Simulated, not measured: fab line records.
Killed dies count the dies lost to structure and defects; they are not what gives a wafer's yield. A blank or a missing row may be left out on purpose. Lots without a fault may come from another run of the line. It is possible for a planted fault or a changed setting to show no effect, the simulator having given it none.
Shared-tool check    flow berkeley cmos170    Sample size 14 lots and 48 wafers

== WHAT PROMPTED THE OPENING ==
UCB170_SDANNEAL_RS_MEAS_04, reading PLDD_RS: flagged on 2 of 14 lots. Wafers without a fault read 1031.5 ohm/sq, standard deviation 2.8.
Rule: flag the lot when none of its wafers has a number, or when each of its wafers that has one lies beyond 4 standard deviations from that mean. The rest of the lots are taken to be sound.

lot   measured      on             PLDD_RS (ohm/sq), wafer by wafer     flag
L878  day 8 02:01   film metro-01  1032.1 1029.5 1030.1                 
L879  day 8 15:53   film metro-03  1031.2 1034.0 1030.5                 
L880  day 8 16:11   film metro-02  1030.2 1034.0 1033.3                 
L883  day 9 12:11   film metro-02  1036.8 1039.8 1036.0                 
L884  day 9 13:02   film metro-02  1033.5 1033.7 1036.0                 
L885  day 9 13:38   film metro-02  1029.5 1028.9 1030.7                 
L886  day 9 13:39   film metro-01  1028.7 1030.8 1032.3                 
L881  day 9 13:59   film metro-03  1029.7 1028.4 1029.7                 
L888  day 9 20:21   film metro-02  1033.3 1034.4 1032.7                 
L889  day 10 09:21  film metro-03  899.8 897.8 897.2 899.3 897.2 894.5  FLAGGED
L890  day 10 09:56  film metro-02  903.0 903.0 902.7 905.0 903.1 902.1  FLAGGED
L893  day 11 00:23  film metro-01  1032.3 1032.7 1031.3                 
L896  day 11 16:44  film metro-02  1034.8 1032.7 1034.2                 
L897  day 11 16:53  film metro-01  1033.3 1031.8 1029.7                 
The mean of the flagged lots' numbers is 900.4 ohm/sq, -131.1 ohm/sq from the usual (-47 standard deviations).

== EACH LOT AND THE TOOL IT RAN ON ==
The record holds 1 process step before the reading, out of a route of 331 steps. Every cell lists first the tool, next ch and the chambers used by the sampled wafers, and last the start.
lot   flag     UCB170_SPACER_ANNEAL_02
L878           furnace-01 ch 0, day 7 17:41
L879           furnace-01 ch 0, day 8 09:55
L880           furnace-01 ch 0, day 8 09:55
L883           furnace-02 ch 0, day 9 05:07
L884           furnace-02 ch 0, day 9 05:07
L885           furnace-02 ch 0, day 9 05:07
L886           furnace-02 ch 0, day 9 05:07
L881           furnace-02 ch 0, day 9 05:07
L888           furnace-01 ch 0, day 9 10:11
L889  FLAGGED  furnace-02 ch 0, day 10 02:41
L890  FLAGGED  furnace-02 ch 0, day 10 02:41
L893           furnace-04 ch 0, day 10 13:14
L896           furnace-04 ch 0, day 11 09:05
L897           furnace-04 ch 0, day 11 09:05
What these steps do:
- UCB170_SPACER_ANNEAL_02: time 1800 s.
- UCB170_SDANNEAL_RS_MEAS_04: measures by four-point-probe.

== FLAGGED OVER TOTAL, TOOL BY TOOL (the gauges that took the reading come last) ==
step                        tool           lots run  flagged  share of the flagged lots  sound lots run after its first flagged lot
UCB170_SPACER_ANNEAL_02     furnace-01     4         0        none                       -
UCB170_SPACER_ANNEAL_02     furnace-02     7         2        all                        0
UCB170_SPACER_ANNEAL_02     furnace-04     3         0        none                       -
UCB170_SDANNEAL_RS_MEAS_04  film metro-01  4         0        none                       -
UCB170_SDANNEAL_RS_MEAS_04  film metro-02  7         1        some                       1 (L896)
UCB170_SDANNEAL_RS_MEAS_04  film metro-03  3         1        some                       0

== WHAT THE TABLE PERMITS ==
In the table, 1 row covers all flagged lots: furnace-02 at UCB170_SPACER_ANNEAL_02.
- furnace-02 at UCB170_SPACER_ANNEAL_02: 2 of its 7 lots flagged. It ran its last sound lot, L881, at day 9 05:07 and its first flagged lot, L889, at day 10 02:41: a fault with its onset between the two fits. Its own readings lie more than 4 standard deviations out on every wafer of the flagged lots: spike tc centre C, spike tc load C, spike tc source C, tube center temp C, tube_center_temp_C_max.
One tool is left: furnace-02 at UCB170_SPACER_ANNEAL_02.

== WHAT WAS PUT IN BY THE SIMULATOR ==
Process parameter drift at UCB170_SPACER_ANNEAL_02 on furnace-02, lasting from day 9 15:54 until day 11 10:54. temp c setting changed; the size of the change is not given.
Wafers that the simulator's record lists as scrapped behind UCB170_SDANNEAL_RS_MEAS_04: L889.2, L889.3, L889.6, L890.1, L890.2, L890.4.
Struck lots among those shown: L889, L890. The rule above reached the same finding.
